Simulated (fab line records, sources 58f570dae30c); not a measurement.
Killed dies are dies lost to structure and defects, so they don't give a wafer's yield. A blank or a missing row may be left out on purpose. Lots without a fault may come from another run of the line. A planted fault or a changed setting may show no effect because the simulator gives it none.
Problem report in the 8D (eight disciplines) form, filled by code | flow berkeley_cmos170 | the parts of the form that need people (team, actions taken, sign-off) are left out

1. THE PROBLEM
oes_product_au at UCB170_M2_STRIP_19 reads a mean of 0.331 a.u. on 1 wafer of 1 lot; wafers without a fault read 0.539 a.u. with a standard deviation of 0.022. That is -9.5 standard deviations from the usual mean.
The step: strips in O2.
First seen on wafer L757.4, day 12 15:58, on plasma_asher-01. The record holds 39 wafers of 13 lots with a number at this step. Rule for "out", or "out of limits": more than 4 standard deviations from the usual mean. The other wafers with a number count as sound.

2. WHAT IT IS AND WHAT IT IS NOT
question                    | is                | is not
which readings at this step | oes_product_au    | drypump_motor_current_A, o2_flow_sccm
which lots                  | L757              | L739, L740, L741, L742, L744, L745, L746, L748, L750, L754, L760, L761
which wafers of those lots  | L757.4            | L757.1, L757.3
read on which tools         | plasma_asher-01   | plasma_asher-03
when                        | from day 12 15:58 | up to then (32 sound wafers); but 6 sound wafers of L760, L761 came after

3. SUSPECTS, AND WHAT RULES EACH OUT
Counting: a tool at a process step up to the reading stays a suspect if it ran every lot that is out. Sound lots after the first of them don't rule it out here, since some wafers of a struck lot are sound.
- rie_metal-04 at UCB170_M2_METAL_ETCH_18 (etches Al in Cl2/BCl3, stops on SiO2, target depth 1170 nm, time 195 s): kept. It ran the lot that is out, L757 (day 12 15:46); its last sound lot up to then is L754 (day 12 01:23).
- plasma_asher-01 at UCB170_M2_STRIP_19 (strips in O2): kept. It ran the lot that is out, L757 (day 12 15:58); its last sound lot up to then is L754 (day 12 01:32). Its own readings are out on those wafers: oes_product_au.
- Within rie_metal-04 at UCB170_M2_METAL_ETCH_18: the wafers that are out ran in chamber 0; their sound lot-mates ran in chamber 1.
- Within plasma_asher-01 at UCB170_M2_STRIP_19: the wafers that are out ran in chamber 1; their sound lot-mates ran in chamber 0.
Left after counting: rie_metal-04 at UCB170_M2_METAL_ETCH_18, plasma_asher-01 at UCB170_M2_STRIP_19.

4. THE CAUSE (what the simulator had put in)
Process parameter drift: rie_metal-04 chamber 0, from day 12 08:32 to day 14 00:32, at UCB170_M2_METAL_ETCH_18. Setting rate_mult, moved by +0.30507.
Counting left 2 suspects, and this tool is among them.

5. THE CHAIN OF EFFECTS, in route order
Each row: a reading whose mean over the struck wafers that have a number lies more than 3 standard deviations from the usual. Only readings for which the record gives a usual standard deviation are gone through. hours: the time from each lot's start at the first step in this table that gives one to its start at this step, as a median over the lots. sigmas: the change in usual standard deviations.
hours | step                 | reading        | usual      | on struck wafers | change | sigmas
0     | UCB170_M2_STRIP_19   | oes_product_au | 0.539 a.u. | 0.331            | -0.208 | -9.5
0     | UCB170_M2_CD_MEAS_90 | cd_nm          | 700 nm     | 687              | -13    | -3.7
The process steps in it:
- UCB170_M2_STRIP_19: strips in O2.
Later measuring or inspecting steps at which every struck wafer that the step has a row for has a number for every such reading, and none has moved that far: UCB170_V2_THK_MEAS_01.

6. WHAT WOULD HAVE CAUGHT IT SOONER
In this record the first reading out of limits was taken at day 12 15:58, 7 hours after the fault began at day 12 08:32.
Of the tool readings at UCB170_M2_METAL_ETCH_18 for which the record gives a usual standard deviation, none was out on any struck wafer, so an alarm limit of 4 standard deviations on them would not have fired.
All the lots that are out (1) had begun UCB170_M2_METAL_ETCH_18 on rie_metal-04 by day 12 15:58. A hold on the tool at that time would have spared none of them.
